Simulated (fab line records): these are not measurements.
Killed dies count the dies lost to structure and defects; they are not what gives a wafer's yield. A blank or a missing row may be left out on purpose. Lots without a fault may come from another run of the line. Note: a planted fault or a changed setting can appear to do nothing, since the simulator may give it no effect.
Which tool is to blame? -- flow berkeleyCmos170 -- 21 wafers from 7 lots sampled at 2 of the route's 331 steps

== WHAT THE GAUGES READ, wafer by wafer ==
UCB170_PFIELD_OVL_MEAS_06.
lot,measured,on,PFIELD_OVL (nm)
L872,day 5 06:58,overlay-02,-1 -4 -14
L875,day 6 00:51,overlay-01,-2 7 0
L877,day 6 07:17,overlay-02,4 13 8
L881,day 6 19:30,overlay-01,10 -3 2
L883,day 7 09:41,overlay-01,-6 0 1
L886,day 8 01:09,overlay-02,-1 2 -3
L888,day 8 10:22,overlay-02,-9 -1 0

== WHAT TOOL EACH LOT RAN ON (gives the tool, then ch and the chambers of the sampled wafers, and finally the start) ==
lot,UCB170_PWELL_ETCH_14
L872,"rieDiel-01 ch 0,2,3, day 3 18:01"
L875,"rieDiel-02 ch 0,1,3, day 4 08:35"
L877,"rieDiel-02 ch 0,2,3, day 4 19:19"
L881,"rieDiel-03 ch 1,2, day 5 12:37"
L883,"rieDiel-03 ch 0,1, day 5 22:56"
L886,"rieDiel-02 ch 0,1,3, day 6 11:55"
L888,"rieDiel-02 ch 0,1, day 7 01:08"
- UCB170_PWELL_ETCH_14: etches Si3N4 in CH3F/Ar/O2, stops on SiO2, target depth 242 nm, time 151 s.

== THE ANSWER, worked out from the rows above alone ==
Rule: usual is defined by the lots themselves. Put in order of their means at a reading, lots are off if they are a third of the lots or fewer, leave a main group of 4 or more, and stand apart from it by a gap of 3 or more times the standard deviation of the main group's means; of several such gaps the widest counts. The tables above print the reading to a certain number of digits; a main group whose means all agree to those digits is not used. Also off: a lot with no number at a reading for which 4 or more lots have one. All remaining lots with rows at the step are treated as sound.
No lot is off on any of the readings shown, so nothing can be concluded from this.

== WHAT THE SIMULATOR HAD INSERTED ==
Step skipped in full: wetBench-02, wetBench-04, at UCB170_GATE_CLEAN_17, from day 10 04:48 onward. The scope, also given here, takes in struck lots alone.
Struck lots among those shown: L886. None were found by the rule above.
